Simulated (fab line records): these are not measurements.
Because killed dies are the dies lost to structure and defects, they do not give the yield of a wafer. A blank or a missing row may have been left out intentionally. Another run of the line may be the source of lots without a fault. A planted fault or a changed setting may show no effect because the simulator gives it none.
A lot that was struck, set against a sound lot | flow berkeley cmos170 | 14 out of 331 route steps
Sound: wafers L330.1, L330.3, L330.4. Wafers L332.1, L332.2, L332.3 were the ones struck. At the end, the cause is stated.
Each step with rows lists, per side, the tool, then ch with its chambers, then its first start. Under that, the readings that differ: sound wafers | struck wafers | difference of the means | sigmas: that difference in standard deviations of wafers without a fault.
alike: readings with means less than 2 such deviations apart, plus words and numbers identical on both sides. not compared: withheld readings, readings lacking a value on some wafer, bounds such as >300 that could conceal the same value, and numbers that have no deviation in the record and whose values overlap.
The two part at a step that has a row with sigmas, a row that says differs or no value, or rows on one side only. Numbers that don't overlap but have no deviation are shown without sigmas and don't part them. A reading that every wafer of one side lacks parts them only if that side has two wafers or more.

UCB170_M1_RS_MEAS_01: measurement is done with a four-point probe.
  sound: film metro-04 at day 10 08:34; struck: film metro-03 at day 11 15:08
  alike: M1_AL_RS
UCB170_M1_THK_MEAS_02: measures by xrf.
  sound: film metro-04 at day 10 08:41; struck: film metro-03 at day 11 15:15
  alike: M1_AL_THK
then, 6 steps without rows for these wafers: UCB170_M1_COAT_03; UCB170_M1_COAT_04 (resist thk 900 nm); UCB170_M1_SOFTBAKE_05 (time 60 s); UCB170_M1_EXPOSE_06 (exposes mask METAL1, target cd 700 nm); UCB170_M1_PEB_07; UCB170_M1_DEVELOP_08 (develop time 45 s).
UCB170_M1_CD_MEAS_09: target cd 700 nm.
  sound: cd sem-01 at day 10 09:51; struck: cd sem-01 at day 11 16:29
  alike: cd nm
UCB170_M1_OVL_MEAS_10:
  sound: overlay-01 at day 10 09:58; struck: overlay-02 at day 11 16:37
  alike: M1_OVL
UCB170_M1_ETCH_11: etches BARC in N2/H2.
  sound on rie diel-04 ch 0,3, day 10 10:01; struck on rie diel-03 ch 0,1,2, day 11 16:38
  alike: drypump motor current A, oes product au, throttle valve pct
UCB170_M1_METAL_ETCH_12: etches Al in Cl2/BCl3, stops on PSG, target depth 780 nm, time 130 s.
  sound on rie metal-01 ch 0,1, day 10 10:03; struck on rie metal-01 ch 0,1, day 11 16:41
  alike: drypump motor current A, oes product au, throttle valve pct
  not compared: rf hours counter h
UCB170_M1_STRIP_13: strips in O2.
  sound on plasma asher-04 ch 0,1, day 10 10:11; struck on plasma asher-04 ch 0,1, day 11 16:49
  no value came back on the struck wafers for chamber pressure mTorr (mTorr), drypump motor current A (A), oes product au (a.u.); on the sound wafers chamber pressure mTorr (mTorr) reads 3492 3500 3502
  reading                             | sound | struck          | difference | sigmas
  model.KrF_of_M1_COAT_04.thk nm (nm) | 0 0 0 | 431 406.2 437.5 | +425       |
  not compared: rf hours counter h
UCB170_M1_CD_MEAS_90: target cd 700 nm.
  sound: cd sem-01 at day 10 10:17; struck: cd sem-02 at day 11 16:55
  alike: cd nm

== WHERE THEY PART ==
UCB170_M1_STRIP_13 only, going by this record. Later steps at which nothing parts them and some readings are alike: UCB170_M1_CD_MEAS_90.

WHY: what the simulator had put in
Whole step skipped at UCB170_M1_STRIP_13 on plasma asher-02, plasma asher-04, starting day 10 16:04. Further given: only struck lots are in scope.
